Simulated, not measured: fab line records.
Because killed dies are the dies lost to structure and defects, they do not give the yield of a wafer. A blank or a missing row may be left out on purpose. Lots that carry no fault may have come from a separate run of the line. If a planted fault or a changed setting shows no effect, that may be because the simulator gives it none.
Split-lot study	flow berkeley-cmos170	route with 331 steps; 5 lots, 23 wafers read

ABOUT THE SPLIT
At UCB170_PLDD_IMPLANT_09, the setting dose-cm2 was moved away from the recipe's 5e+13 on 11 of the 23 wafers read, by -5.1% to +5.8%. For the rest of the wafers, this setting stayed at what the recipe calls for.

FROM THE SPLIT TO THE READING: what the file shows between them, 2 steps
- UCB170_NSD_STRIP_09: strips in O2 (also split here: power-w)
- UCB170_NSD_CLEAN_11: cleans in SPM, time 600 s

THE READING
PLDD_RS (ohm/sq), read at UCB170_SDANNEAL_RS_MEAS_04 with a four-point probe. A value of 1031 ohm/sq with a standard deviation of 3.2 ohm/sq is what fault-free wafers of this fab line usually give.

wafer	tool, chamber at the split	dose-cm2 as run	against the recipe	PLDD_RS, ohm/sq	against lot-mates on the recipe
L075.1	implanter-03, 0	5.289e+13	+5.8%	1007	-25
L075.2	implanter-03, 0	5e+13	recipe	1034	-
L075.3	implanter-03, 0	5.289e+13	+5.8%	1011	-21
L075.5	implanter-03, 0	5.289e+13	+5.8%	1007	-25
L075.6	implanter-03, 0	5e+13	recipe	1030	-
L076.1	implanter-01, 0	5e+13	recipe	1033	-
L076.3	implanter-01, 0	5e+13	recipe	1032	-
L076.6	implanter-01, 0	5e+13	recipe	1032	-
L077.1	implanter-02, 0	5e+13	recipe	1034	-
L077.2	implanter-02, 0	5e+13	recipe	1035	-
L077.3	implanter-02, 0	5e+13	recipe	1035	-
L077.4	implanter-02, 0	5.117e+13	+2.3%	1025	-10
L077.6	implanter-02, 0	5.117e+13	+2.3%	1023	-12
L080.1	implanter-01, 0	5.169e+13	+3.4%	1019	-11
L080.2	implanter-01, 0	5e+13	recipe	1030	-
L080.3	implanter-01, 0	5e+13	recipe	1030	-
L080.4	implanter-01, 0	5.169e+13	+3.4%	1015	-15
L080.5	implanter-01, 0	5.169e+13	+3.4%	1017	-13
L084.2	implanter-03, 0	4.746e+13	-5.1%	1055	+23
L084.3	implanter-03, 0	5e+13	recipe	1033	-
L084.4	implanter-03, 0	4.746e+13	-5.1%	1052	+20
L084.5	implanter-03, 0	5e+13	recipe	1031	-
L084.6	implanter-03, 0	4.746e+13	-5.1%	1055	+23

FIT RESULTS
A straight line over all 23 wafers: PLDD_RS changes by -4.23 ohm/sq for each +1% of dose-cm2; r = -0.99; the points scatter about the line by 1.9 ohm/sq.
The same after taking each lot's own level away (the mean of its wafers on the recipe; 23 wafers): -4.18 ohm/sq for each +1%; r = -0.99; scatter 1.5 ohm/sq.
According to that fit, moving dose-cm2 by its largest amount changes the reading by 24 ohm/sq.
From 1030.0 to 1034.7 ohm/sq: that is the span of the lots' own levels, equal to 1.5 times the standard deviation above.
The two slopes are in agreement: the lot-to-lot level therefore moves the slope only a little.
Check: with one of the wafers moved furthest among these (+5.8%) left out of the fit, the line predicts -23.7 ohm/sq for it against its lot-mates. Against them it came out at -25 ohm/sq.

OTHER SPLITS APPLIED TO THESE WAFERS
Note: prior to the reading, these wafers also went through further splits. Each is held against what the fit with the lots' levels taken away leaves over:
other split on the same wafers	wafers away from the commonest value	r with PLDD_RS (lot level and that fit taken away)
UCB170_START_OXIDATION_02 temp-c	18	-0.19
UCB170_WELLDRIVE_OXIDATION_01 ox-time-s	15	-0.21
UCB170_ACTIVE_COAT_08 spin-rpm	7	+0.08
UCB170_ACTIVE_ETCH_15 over-etch-frac	6	-0.30
UCB170_PFIELD_IMPLANT_07 energy-kev	7	+0.15
UCB170_SCREENOX_OXIDATION_01 ox-time-s	18	-0.15
UCB170_NVT_IMPLANT_07 energy-kev	5	+0.11
UCB170_PVT_COAT_01 resist-thk-nm	9	-0.32
UCB170_PLDD_EXPOSE_03 dose-mj	6	-0.22
UCB170_NSD_STRIP_09 power-w	5	-0.41

FILE'S OWN FIT
PLDD_RS changes by -4.15 ohm/sq for each +1% of dose-cm2, r = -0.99.
